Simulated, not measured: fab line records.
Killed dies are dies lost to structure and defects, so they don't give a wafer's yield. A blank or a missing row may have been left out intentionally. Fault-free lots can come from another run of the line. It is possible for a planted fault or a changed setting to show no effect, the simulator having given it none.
Chamber matching + flow berkeley cmos170 + wet bench-02 running UCB170_ACTIVE_CLEAN_17: 3 sister chambers
The step cleans in SPM, time 600 s. 3 wafers are shown with their chamber, then 10 later ones without.

## WAFERS PAIRED WITH THEIR CHAMBERS
| wafer  | chamber | bath guard temp C (C) |
|--------|---------|-----------------------|
| L513.6 | 1       | 120.0                 |
| L514.6 | 0       | 120.1                 |
| L516.4 | 2       | 119.8                 |

## WAFERS MISSING THEIR CHAMBER
| wafer  | bath guard temp C (C) |
|--------|-----------------------|
| L516.6 | 120.1                 |
| L521.2 | 119.9                 |
| L521.5 | 119.8                 |
| L521.6 | 120.0                 |
| L522.3 | 120.0                 |
| L522.5 | 120.0                 |
| L522.6 | 119.8                 |
| L525.1 | 119.9                 |
| L525.2 | 119.9                 |
| L525.3 | 120.1                 |

## THE CHAMBER EACH PASSED THROUGH
| wafer  | from the rows above          | in truth                   |
|--------|------------------------------|----------------------------|
| L516.6 | can't be placed: 0 or 1      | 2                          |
| L521.2 | can't be placed: 1 or 2 or 0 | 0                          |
| L521.5 | 2                            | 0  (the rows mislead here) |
| L521.6 | can't be placed: 1 or 0      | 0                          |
| L522.3 | can't be placed: 1 or 0      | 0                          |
| L522.5 | can't be placed: 1 or 0      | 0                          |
| L522.6 | 2                            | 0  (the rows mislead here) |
| L525.1 | can't be placed: 1 or 2 or 0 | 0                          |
| L525.2 | can't be placed: 1 or 2 or 0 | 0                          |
| L525.3 | can't be placed: 0 or 1      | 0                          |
0 of 10 placed correctly. Not placeable from these rows: 8 (in 7, the candidates include the true chamber). Placed wrongly: 2.
How it was worked out, from the rows above alone: a wafer's distance from a chamber is the root of the sum, over the readings, of the square of ((its reading less the chamber's mean) divided by the reading's scatter). If the next closest chamber is less than 2 further off than the closest, the wafer can't be placed; otherwise it belongs to the closest. For every chamber, the mean is computed from those of its wafers that are shown. The scatter (one wafer shown for each chamber): square how far every hidden wafer sits from the nearest shown wafer, average those squares and take the square root.
